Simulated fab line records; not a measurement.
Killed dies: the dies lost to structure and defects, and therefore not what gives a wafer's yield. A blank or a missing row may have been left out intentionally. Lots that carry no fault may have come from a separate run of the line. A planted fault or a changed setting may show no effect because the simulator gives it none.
fab line records -- flow berkeley_cmos170
record lots=7, wafers=21, last_day=12
route steps=331 shown NWELL@27 PWELL@34
lots that met no fault: from a run of the same line without faults
start_h: start of the lot's first displayed wafer, in hours after the record's first day -- wait_h: how many hours have passed since the lot's step before this one -- " same as the row above -- L1.1+2: one row covering several wafers at once -- - no value, or no start was given -- * or withheld: withheld -- < > ~ a bound
route shown NAME@n: a module of which the file shows steps, and the number in the route of the first -- usual: mean and standard deviation over wafers with no fault -- same: alike in all rows -- chamber/n: place in a boat -- sites: readings site by site -- _std_site: standard deviation across them -- _edge_site: the outer-site mean with the inner-site mean subtracted -- radius_mm: how far each site lies from the wafer's centre -- mask NAME#n: copy n -- behind: the last tool/chamber to shape the wafer -- hold: reason for holding the lot/hours on hold/outcome of the hold -- device: whichever transistor did not switch (one of n, p or np) -- end of line: the same wafers' tests at the end of the route -- where a step has no rows: the recipe by itself -- killed: dies lost to structure and defects at the first sort, not the wafer's yield -- map: the dies of a wafer, with x for killed, . for not killed, _ for no die there
set.NAME: the run value of the setting; set.NAME@STEP: its run value at that earlier step -- model.NAME: the simulator's own value behind a step, which no gauge read
lots at some steps of the route; a table a step, a row a wafer
services: a tool's chamber out of use, with start hour (start_h, from the record's first day; less than 0 if before it), hours out, and reason
## steps
# step UCB170_NWELL_ETCH_13
# recipe chemistry=CH3F/Ar/O2, target=Si3N4, stop_on=SiO2, CH3F_flow_sccm=20, Ar_flow_sccm=50, O2_flow_sccm=7, pressure_mtorr=50, rf_w=450, target_depth_a=2464, over_etch_frac=0.1, time_s=154
# usual drypump_motor_current_A=5.6/0.42, oes_product_au=0.945/0.019, throttle_valve_pct=8.08/0.16
lot.wafer,tool,chamber,start_h,wait_h,drypump_motor_current_A,oes_product_au,rf_hours_counter_h,throttle_valve_pct
L493.2,rie_diel-04,1,39.19,0.0,5.5,0.928,11,8.10
L493.3,rie_diel-04,1,39.19,0.0,5.6,0.925,-,8.09
L493.4,rie_diel-04,3,39.19,0.0,5.8,0.964,-,8.15
L495.2,rie_diel-02,2,49.89,0.0,5.1,0.948,35,7.74
L495.4,rie_diel-02,3,49.89,0.0,5.7,0.963,103,8.05
L495.5,rie_diel-02,1,49.89,0.0,5.0,0.939,-,8.24
L502.3,rie_diel-01,0,86.89,0.0,5.3,0.920,119,8.07
L502.4,rie_diel-01,1,86.89,0.0,6.3,0.945,140,7.94
L502.5,rie_diel-01,0,86.89,0.0,5.4,0.905,-,8.07
L503.2,rie_diel-02,3,87.01,0.0,5.6,0.971,105,8.06
L503.5,rie_diel-02,1,87.01,0.0,5.0,0.947,-,8.23
L503.6,rie_diel-02,2,87.01,0.0,5.1,0.955,-,7.72
L504.2,rie_diel-02,2,94.14,0.0,5.1,0.960,37,7.74
L504.3,rie_diel-02,1,94.14,0.0,5.0,0.940,17,8.23
L504.4,rie_diel-02,0,94.14,0.0,5.9,0.965,104,8.27
L514.2,rie_diel-01,0,146.21,0.0,5.4,0.920,121,8.07
L514.3,rie_diel-01,1,146.21,0.0,6.4,0.942,142,7.94
L514.5,rie_diel-01,3,146.21,0.0,5.7,0.924,-,8.20
L513.3,rie_diel-02,0,146.38,0.0,5.9,0.975,107,8.28
L513.4,rie_diel-02,1,146.38,0.0,5.0,0.946,-,8.22
L513.6,rie_diel-02,0,146.38,0.0,5.9,0.972,-,8.26
# step UCB170_NWELL_IMPLANT_14
# recipe species=P, dose_cm2=1e+13, energy_kev=150, tilt_deg=7
# step UCB170_NWELL_STRIP_15
# recipe chemistry=O2, power_w=400, pressure_mtorr=3500, platen_temp_c=withheld, o2_flow_sccm=400, overash_fraction=0.5
# usual drypump_motor_current_A=5.8/0.5, oes_product_au=0.720/0.0044, strip_time_to_endpoint_s=17.99/0.084
lot.wafer,tool,chamber,start_h,wait_h,drypump_motor_current_A,oes_product_au,rf_hours_counter_h,strip_time_to_endpoint_s
L493.2,plasma_asher-01,1,39.49,0.1,5.9,0.723,30,17.95
L493.3,plasma_asher-01,0,39.49,0.1,6.1,0.719,-,17.98
L493.4,plasma_asher-01,1,39.49,0.1,5.9,0.708,-,18.02
L495.2,plasma_asher-01,0,50.14,0.1,6.1,0.724,31,18.02
L495.4,plasma_asher-01,0,50.14,0.1,6.1,0.716,-,18.05
L495.5,plasma_asher-01,1,50.14,0.1,5.9,0.717,-,17.99
L502.3,plasma_asher-04,0,87.18,0.1,5.3,0.720,-,17.93
L502.4,plasma_asher-04,1,87.18,0.1,6.2,0.720,-,17.95
L502.5,plasma_asher-04,1,87.18,0.1,6.2,0.723,-,17.95
L503.2,plasma_asher-01,1,87.26,0.1,5.9,0.730,36,18.11
L503.5,plasma_asher-01,1,87.26,0.1,5.9,0.717,-,18.11
L503.6,plasma_asher-01,0,87.26,0.1,6.1,0.717,-,18.08
L504.2,plasma_asher-04,1,94.39,0.1,6.2,0.725,39,18.20
L504.3,plasma_asher-04,0,94.39,0.1,5.3,0.720,-,18.08
L504.4,plasma_asher-04,1,94.39,0.1,6.2,0.718,-,18.05
L514.2,plasma_asher-04,0,146.46,0.1,5.3,0.725,45,17.88
L514.3,plasma_asher-04,1,146.46,0.1,6.2,0.711,-,17.81
L514.5,plasma_asher-04,1,146.46,0.1,6.2,0.719,-,17.96
L513.3,plasma_asher-02,0,146.67,0.1,6.2,0.721,-,17.74
L513.4,plasma_asher-02,1,146.67,0.1,4.8,0.727,-,17.97
L513.6,plasma_asher-02,1,146.67,0.1,4.8,0.721,-,17.91
# step UCB170_NWELL_TW_MEAS_16
# usual NWELL_TW=1247/6.7
lot.wafer,tool,chamber,start_h,wait_h,NWELL_TW
L493.2,film_metro-02,-,39.60,0.1,1255
L493.3,film_metro-02,-,39.60,0.1,1244
L493.4,film_metro-02,-,39.60,0.1,1253
L495.2,film_metro-02,-,50.25,0.1,1246
L495.4,film_metro-02,-,50.25,0.1,1242
L495.5,film_metro-02,-,50.25,0.1,1245
L502.3,film_metro-02,-,87.27,0.1,1253
L502.4,film_metro-02,-,87.27,0.1,1241
L502.5,film_metro-02,-,87.27,0.1,1241
L503.2,film_metro-03,-,87.37,0.1,1242
L503.5,film_metro-03,-,87.37,0.1,1239
L503.6,film_metro-03,-,87.37,0.1,1245
L504.2,film_metro-02,-,94.50,0.1,1246
L504.3,film_metro-02,-,94.50,0.1,1251
L504.4,film_metro-02,-,94.50,0.1,1245
L514.2,film_metro-02,-,146.57,0.1,1243
L514.3,film_metro-02,-,146.57,0.1,1242
L514.5,film_metro-02,-,146.57,0.1,1243
L513.3,film_metro-02,-,146.76,0.1,1242
L513.4,film_metro-02,-,146.76,0.1,1240
L513.6,film_metro-02,-,146.76,0.1,1237
# step UCB170_NWELL_CLEAN_17
# recipe chemistry=SPM, temp_c=120, time_s=600
# step UCB170_NWELL_WET_ETCH_18
# recipe chemistry=H3PO4, target=Si3N4, temp_c=160, time_s=14400
# step UCB170_NWELL_WET_ETCH_19
# recipe chemistry=BOE, dilution=5:1, target=SiO2, temp_c=25, time_s=22
# step UCB170_PWELL_CLEAN_00
# recipe chemistry=SPM, temp_c=120, time_s=600
# step UCB170_PWELL_CLEAN_01
# recipe chemistry=dHF, dilution=25:1, time_s=60
# step UCB170_PWELL_OXIDATION_02
# recipe temp_c=1000, ambient=O2, target_thk_a=264, ox_time_s=1260
# step UCB170_PWELL_THK_MEAS_03
# recipe reads=SiO2_of_PWELL_OXIDATION_02
# usual PWELL_OXIDE_THK=26.4/0.41
lot.wafer,tool,chamber,start_h,wait_h,PWELL_OXIDE_THK[nm]
L493.2,film_metro-01,-,46.40,0.0,26.1
L493.3,film_metro-01,-,46.40,0.0,26.3
L493.4,film_metro-01,-,46.40,0.0,26.3
L495.2,film_metro-02,-,63.21,0.0,26.4
L495.4,film_metro-02,-,63.21,0.0,26.6
L495.5,film_metro-02,-,63.21,0.0,26.3
L503.2,film_metro-02,-,95.51,0.0,26.8
L503.5,film_metro-02,-,95.51,0.0,26.9
L503.6,film_metro-02,-,95.51,0.0,27.4
L502.3,film_metro-01,-,95.52,0.0,26.4
L502.4,film_metro-01,-,95.52,0.0,26.5
L502.5,film_metro-01,-,95.52,0.0,26.7
L504.2,film_metro-01,-,102.86,0.0,25.7
L504.3,film_metro-01,-,102.86,0.0,25.9
L504.4,film_metro-01,-,102.86,0.0,26.1
L514.2,film_metro-02,-,157.84,0.0,26.5
L514.3,film_metro-02,-,157.84,0.0,26.3
L514.5,film_metro-02,-,157.84,0.0,26.4
L513.3,film_metro-02,-,157.91,0.1,26.5
L513.4,film_metro-02,-,157.91,0.1,26.4
L513.6,film_metro-02,-,157.91,0.1,26.4
# step UCB170_PWELL_ANNEAL_04
# recipe temp_c=1000, time_s=900, ambient=N2
# step UCB170_PWELL_CVD_05
# recipe material=Si3N4, target_thk_nm=220, temp_c=800, precursor=SiH2Cl2/NH3, time_s=3300, pressure_mtorr=200, sih2cl2_flow_sccm=25, nh3_flow_sccm=75
# usual sih2cl2_flow_sccm=25.01/0.07
lot.wafer,tool,chamber,start_h,wait_h,sih2cl2_flow_sccm,model.Si3N4_of_PWELL_CVD_05.thk_nm
L493.2,lpcvd-01,1,50.01,0.0,24.95,219.3
L493.3,lpcvd-01,1,50.01,0.0,24.97,218.5
L493.4,lpcvd-01,1,50.01,0.0,24.97,219.1
L495.2,lpcvd-01,0,67.36,0.0,24.89,221.9
L495.4,lpcvd-01,0,67.36,0.0,24.94,223.6
L495.5,lpcvd-01,0,67.36,0.0,24.98,223.3
L502.3,lpcvd-01,1,99.53,0.9,37.54,249
L502.4,lpcvd-01,1,99.53,0.9,37.54,248.1
L502.5,lpcvd-01,1,99.53,0.9,37.56,247.3
L503.2,lpcvd-01,1,99.53,0.9,37.36,247.2
L503.5,lpcvd-01,1,99.53,0.9,37.50,246.2
L503.6,lpcvd-01,1,99.53,0.9,37.56,247.6
L504.2,lpcvd-01,1,107.30,0.0,37.56,246.1
L504.3,lpcvd-01,1,107.30,0.0,37.55,247.9
L504.4,lpcvd-01,1,107.30,0.0,37.49,247.1
L513.3,lpcvd-02,0,162.60,0.0,24.98,220.4
L513.4,lpcvd-02,0,162.60,0.0,24.93,217.6
L513.6,lpcvd-02,0,162.60,0.0,24.96,217.8
L514.2,lpcvd-02,1,162.60,0.0,25.01,223.9
L514.3,lpcvd-02,1,162.60,0.0,25.09,222.4
L514.5,lpcvd-02,1,162.60,0.0,25.09,221.8
# step UCB170_PWELL_THK_MEAS_06
# recipe reads=Si3N4_of_PWELL_CVD_05
# usual PWELL_NITRIDE_THK=220.1/2.1
lot.wafer,tool,chamber,start_h,wait_h,hold,PWELL_NITRIDE_THK[nm]
L493.2,film_metro-01,-,52.90,0.0,-,219.2
L493.3,film_metro-01,-,52.90,0.0,-,218.5
L493.4,film_metro-01,-,52.90,0.0,-,219.1
L495.2,film_metro-01,-,69.29,0.0,-,221.8
L495.4,film_metro-01,-,69.29,0.0,-,223.6
L495.5,film_metro-01,-,69.29,0.0,-,223.2
L503.2,film_metro-01,-,102.42,0.0,await_dispo/0.2h/release,247.3
L503.5,film_metro-01,-,102.42,0.0,await_dispo/0.2h/release,246.1
L503.6,film_metro-01,-,102.42,0.0,await_dispo/0.2h/release,247.6
L503.2,film_metro-01,-,102.64,0.2,-,247.2
L503.5,film_metro-01,-,102.64,0.2,-,246.3
L503.6,film_metro-01,-,102.64,0.2,-,247.8
L502.3,film_metro-04,-,102.43,0.0,await_dispo/0.2h/release,249.0
L502.4,film_metro-04,-,102.43,0.0,await_dispo/0.2h/release,248.1
L502.5,film_metro-04,-,102.43,0.0,await_dispo/0.2h/release,247.3
L502.3,film_metro-04,-,102.69,0.3,-,248.9
L502.4,film_metro-04,-,102.69,0.3,-,248.1
L502.5,film_metro-04,-,102.69,0.3,-,247.5
L504.2,film_metro-01,-,111.62,0.0,await_dispo/0.2h/release,246.1
L504.3,film_metro-01,-,111.62,0.0,await_dispo/0.2h/release,247.8
L504.4,film_metro-01,-,111.62,0.0,await_dispo/0.2h/release,247.2
L504.2,film_metro-01,-,111.85,0.2,-,246.2
L504.3,film_metro-01,-,111.85,0.2,-,248.4
L504.4,film_metro-01,-,111.85,0.2,-,247.3
L514.2,film_metro-02,-,164.52,0.0,-,224.1
L514.3,film_metro-02,-,164.52,0.0,-,222.2
L514.5,film_metro-02,-,164.52,0.0,-,221.8
L513.3,film_metro-04,-,164.53,0.0,-,220.5
L513.4,film_metro-04,-,164.53,0.0,-,217.7
L513.6,film_metro-04,-,164.53,0.0,-,217.7
# step UCB170_PWELL_COAT_08
# recipe resist=KrF, spin_rpm=1500, resist_thk_nm=900
# step UCB170_PWELL_SOFTBAKE_09
# recipe resist=KrF, temp_c=130, time_s=60
# step UCB170_PWELL_EXPOSE_10
# recipe mask_id=PWELL, target_cd_nm=3000, na=0.5, sigma_outer=0.6, source_shape=conventional, dose_mj=19
# step UCB170_PWELL_PEB_11
# recipe peb_temp_c=130, peb_time_s=withheld, resist=KrF
# step UCB170_PWELL_DEVELOP_12
# recipe developer=TMAH, develop_time_s=45, resist=KrF, dev_temp_c=21
# step UCB170_PWELL_OVL_MEAS_13
# usual PWELL_OVL=-4/5
lot.wafer,tool,chamber,start_h,wait_h,PWELL_OVL[nm]
L493.2,overlay-01,-,54.51,-,3
L493.3,overlay-01,-,54.51,-,-1
L493.4,overlay-01,-,54.51,-,-5
L495.2,overlay-02,-,70.68,-,7
L495.4,overlay-02,-,70.68,-,-4
L495.5,overlay-02,-,70.68,-,11
L503.2,overlay-02,-,105.47,-,-2
L503.5,overlay-02,-,105.47,-,0
L503.6,overlay-02,-,105.47,-,-2
L502.3,overlay-01,-,108.14,-,0
L502.4,overlay-01,-,108.14,-,-8
L502.5,overlay-01,-,108.14,-,-1
L504.2,overlay-02,-,114.72,-,-8
L504.3,overlay-02,-,114.72,-,-10
L504.4,overlay-02,-,114.72,-,-10
L513.3,overlay-01,-,165.61,-,-5
L513.4,overlay-01,-,165.61,-,-5
L513.6,overlay-01,-,165.61,-,-9
L514.2,overlay-01,-,165.88,-,-3
L514.3,overlay-01,-,165.88,-,3
L514.5,overlay-01,-,165.88,-,-3
# step UCB170_PWELL_ETCH_14
# recipe chemistry=CH3F/Ar/O2, target=Si3N4, stop_on=SiO2, CH3F_flow_sccm=20, Ar_flow_sccm=50, O2_flow_sccm=7, pressure_mtorr=50, rf_w=450, target_depth_a=2420, over_etch_frac=0.1, time_s=146.3
# usual drypump_motor_current_A=5.7/0.44, oes_product_au=0.963/0.018, throttle_valve_pct=8.09/0.16
lot.wafer,tool,chamber,start_h,wait_h,drypump_motor_current_A,oes_product_au,rf_hours_counter_h,throttle_valve_pct,model.etch.depth_nm
L493.2,rie_diel-04,3,54.54,0.0,5.8,0.976,39,8.14,219.3
L493.3,rie_diel-04,0,54.54,0.0,5.8,0.965,3,8.06,218.5
L493.4,rie_diel-04,0,54.54,0.0,5.9,0.956,-,8.07,219.1
L495.2,rie_diel-02,3,70.71,0.0,5.7,0.992,104,8.06,221.9
L495.4,rie_diel-02,2,70.71,0.0,5.1,0.973,36,7.72,223.6
L495.5,rie_diel-02,2,70.71,0.0,5.1,0.981,-,7.74,223.3
L503.2,rie_diel-03,3,105.50,0.0,6.6,1.033,156,8.13,236.8
L503.5,rie_diel-03,3,105.50,0.0,6.6,1.034,-,8.15,235.6
L503.6,rie_diel-03,2,105.50,0.0,6.1,0.990,-,8.05,233.5
L502.3,rie_diel-04,3,108.16,0.0,5.8,1.012,41,8.16,230
L502.4,rie_diel-04,3,108.16,0.0,5.8,1.016,-,8.16,231.3
L502.5,rie_diel-04,1,108.16,0.0,5.5,0.998,-,8.12,235
L504.2,rie_diel-04,0,114.75,0.0,5.9,1.006,6,8.06,236.6
L504.3,rie_diel-04,2,114.75,0.0,6.2,0.966,3,8.05,235.7
L504.4,rie_diel-04,1,114.75,0.0,5.6,0.994,15,8.12,234.6
L513.3,rie_diel-04,0,165.63,0.0,5.9,0.957,8,8.04,220.4
L513.4,rie_diel-04,2,165.63,0.0,6.2,0.922,-,8.06,217.6
L513.6,rie_diel-04,1,165.63,0.0,5.6,0.951,-,8.10,217.8
L514.2,rie_diel-03,2,165.91,0.0,6.1,0.970,16,8.04,223.9
L514.3,rie_diel-03,1,165.91,0.0,5.3,0.978,122,8.31,222.4
L514.5,rie_diel-03,2,165.91,0.0,6.1,0.953,-,8.06,221.8
# step UCB170_PWELL_IMPLANT_15
# recipe species=B, dose_cm2=5e+12, energy_kev=60, tilt_deg=7
## services
tool,chamber,start_h,hours,kind
rie_diel-04,2,24.28,11.6,repair
lpcvd-01,-,33.08,1.2,repair
rie_diel-04,2,35.86,-,clean
rie_diel-04,2,35.86,23.3,scheduled_down
rie_diel-04,2,35.86,23.3,vent_cycle
rie_diel-04,0,36.86,2.7,repair
rie_diel-02,2,38.29,9.4,repair
rie_diel-01,-,45.13,0.4,repair
rie_diel-03,1,48.30,4.3,repair
rie_diel-01,1,53.08,23.6,repair
rie_diel-04,0,74.08,11.3,repair
rie_diel-01,2,78.37,3.5,repair
rie_diel-04,2,102.74,5.1,repair
plasma_asher-01,-,108.75,9.0,pm
plasma_asher-01,0,108.75,9.0,vent_cycle
plasma_asher-01,1,108.75,9.0,vent_cycle
rie_diel-04,0,111.18,2.0,repair
plasma_asher-01,0,117.75,-,clean
plasma_asher-01,1,117.75,-,clean
rie_diel-03,-,123.93,0.1,repair
rie_diel-02,3,139.52,23.4,repair
rie_diel-03,3,141.89,-,clean
rie_diel-03,3,141.89,34.1,scheduled_down
rie_diel-04,3,158.19,18.2,repair
## key
first_sign step=UCB170_PWELL_CVD_05, reading=sih2cl2_flow_sccm, direction=up, sigmas=99+, usual=25.01, struck=37.52
effect step=UCB170_PWELL_THK_MEAS_06, reading=visit, direction=added
effect step=UCB170_PWELL_THK_MEAS_06, reading=PWELL_NITRIDE_THK, direction=up, sigmas=13, usual=220.1, struck=247.4
model_effect step=UCB170_PWELL_CVD_05, value=Si3N4_of_PWELL_CVD_05.thk_nm, without=219.9, struck=247.4
model_effect step=UCB170_PWELL_ETCH_14, value=etch.depth_nm, without=219.9, struck=234.3
met_at UCB170_PWELL_CVD_05
struck_wafers L502.3,L502.4,L502.5,L503.2,L503.5,L503.6,L504.2,L504.3,L504.4
later_rows_left_out L502.3,L502.4,L502.5,L503.2,L503.5,L503.6,L504.2,L504.3,L504.4
sort_left_out L502.3,L502.4,L502.5,L503.2,L503.5,L503.6,L504.2,L504.3,L504.4
tester_left_out L502,L503,L504
onset_between 67.36 99.53
fault kind=process_parameter_drift, tool=lpcvd-01, chamber=-, onset_h=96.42, steps=UCB170_PWELL_CVD_05, channel=sih2cl2_flow_sccm, offset=12.5, shape=step, end_h=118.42, acts_in=these_recipes_only, stated=25
# tester_left_out: of these lots the tester's yield and bins aren't shown, on N5 and GAA mostly nor the transistor test; their killed dies are dies lost to structure and defects alone, not to doping, threshold or leakage, so they don't give the yield
# sort_left_out: the simulated sort isn't trusted on such a fault, so these wafers' sort isn't shown, and their yield isn't known
# later_rows_left_out: the simulator's readings of these wafers behind a module that went badly wrong aren't trusted and aren't shown, but for the sort
